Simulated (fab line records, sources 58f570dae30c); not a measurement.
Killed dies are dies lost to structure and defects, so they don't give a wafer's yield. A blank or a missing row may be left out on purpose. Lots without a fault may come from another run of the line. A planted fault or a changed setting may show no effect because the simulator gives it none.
Split-lot experiment | flow berkeley_cmos170 | 5 lots, 23 wafers read, on a route of 331 steps

THE SPLIT
At UCB170_ACTIVE_EXPOSE_10 (exposes mask ACTIVE, target cd 1200 nm), the setting dose_mj was moved away from the recipe's 20 on 8 of the 23 wafers read, by +4.1% to +6.2%. The other wafers ran this setting at the recipe's value.

FROM THE SPLIT TO THE READING: what the file shows between them, 5 steps
- UCB170_ACTIVE_PEB_11
- UCB170_ACTIVE_DEVELOP_12: develop time 45 s
- UCB170_ACTIVE_CD_MEAS_13: target cd 1200 nm
- UCB170_ACTIVE_ETCH_15: etches Si3N4 in CH3F/Ar/O2, stops on SiO2, target depth 242 nm, time 151 s
- UCB170_ACTIVE_STRIP_16: strips in O2

THE READING
cd_nm, in nm, at UCB170_ACTIVE_CD_MEAS_90 (target cd 1200 nm). Fault-free wafers of this fab line usually give 1200.0 nm, standard deviation 1.5 nm.

wafer  | tool, chamber at the split | dose_mj as run | against the recipe | cd_nm, nm | against lot-mates on the recipe
L074.1 | krf_scanner-02, 0          | 20             | recipe             | 1198.2    | -
L074.2 | krf_scanner-02, 0          | 20.82          | +4.1%              | 1191.1    | -6.7
L074.3 | krf_scanner-02, 0          | 20             | recipe             | 1197.8    | -
L074.5 | krf_scanner-02, 0          | 20.82          | +4.1%              | 1190.1    | -7.7
L074.6 | krf_scanner-02, 0          | 20             | recipe             | 1197.3    | -
L081.1 | krf_scanner-01, 0          | 21.25          | +6.2%              | 1190.4    | -10.7
L081.2 | krf_scanner-01, 0          | 20             | recipe             | 1200.9    | -
L081.4 | krf_scanner-01, 0          | 21.25          | +6.2%              | 1190.7    | -10.4
L081.5 | krf_scanner-01, 0          | 20             | recipe             | 1201.3    | -
L081.6 | krf_scanner-01, 0          | 21.25          | +6.2%              | 1190.8    | -10.3
L080.2 | krf_scanner-02, 0          | 20             | recipe             | 1199.9    | -
L080.3 | krf_scanner-02, 0          | 20             | recipe             | 1200.4    | -
L080.4 | krf_scanner-02, 0          | 20             | recipe             | 1202.2    | -
L083.2 | krf_scanner-02, 0          | 20             | recipe             | 1201.7    | -
L083.3 | krf_scanner-02, 0          | 20             | recipe             | 1202.3    | -
L083.4 | krf_scanner-02, 0          | 20             | recipe             | 1200.8    | -
L083.5 | krf_scanner-02, 0          | 20             | recipe             | 1202.2    | -
L083.6 | krf_scanner-02, 0          | 20             | recipe             | 1202.2    | -
L085.2 | krf_scanner-01, 0          | 20             | recipe             | 1202.6    | -
L085.3 | krf_scanner-01, 0          | 20.83          | +4.1%              | 1193.9    | -8.1
L085.4 | krf_scanner-01, 0          | 20.83          | +4.1%              | 1192.2    | -9.8
L085.5 | krf_scanner-01, 0          | 20.83          | +4.1%              | 1196.1    | -6.0
L085.6 | krf_scanner-01, 0          | 20             | recipe             | 1201.5    | -

THE FIT
A straight line over all 23 wafers: cd_nm changes by -1.74 nm for each +1% of dose_mj; r = -0.92; the points scatter about the line by 1.8 nm.
The same after taking each lot's own level away (the mean of its wafers on the recipe; 23 wafers): -1.74 nm for each +1%; r = -0.98; scatter 0.87 nm.
On that fit, the largest move of dose_mj shifts the reading by 11 nm.
The lots' own levels span 1197.77 to 1202.05 nm, that is 2.9 times the standard deviation above.
So the lot-to-lot level changes the slope little: the two slopes agree.
Check: with one of the wafers moved furthest among these (+6.2%) left out of the fit, the line predicts -11 nm for it against its lot-mates. It came out at -10.7 nm against them.

OTHER SPLITS ON THESE WAFERS
These wafers also went through other splits before the reading. Each is held against what the fit with the lots' levels taken away leaves over:
other split on the same wafers      | wafers away from the commonest value | r with cd_nm (lot level and that fit taken away)
UCB170_PWELL_OXIDATION_02 ox_time_s | 15                                   | +0.14
UCB170_PWELL_IMPLANT_15 energy_kev  | 5                                    | -0.03

THE WHOLE CHAIN: every reading that the file lists as answering this split, in the file's order
step                     | what it does                                                               | reading                                                       | change (the file's fit)              | r (the file's)
UCB170_ACTIVE_CD_MEAS_13 | target cd 1200 nm                                                          | cd_nm                                                         | -1.79 nm for each +1% of the setting | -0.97
UCB170_ACTIVE_ETCH_15    | etches Si3N4 in CH3F/Ar/O2, stops on SiO2, target depth 242 nm, time 151 s | ACTIVE.cd_nm (the simulator's own value, which no gauge read) | -1.79 nm for each +1% of the setting | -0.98
UCB170_ACTIVE_CD_MEAS_90 | target cd 1200 nm                                                          | cd_nm                                                         | -1.75 nm for each +1% of the setting | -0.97

THE FILE'S OWN FIT
cd_nm changes by -1.75 nm for each +1% of dose_mj, r = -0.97.
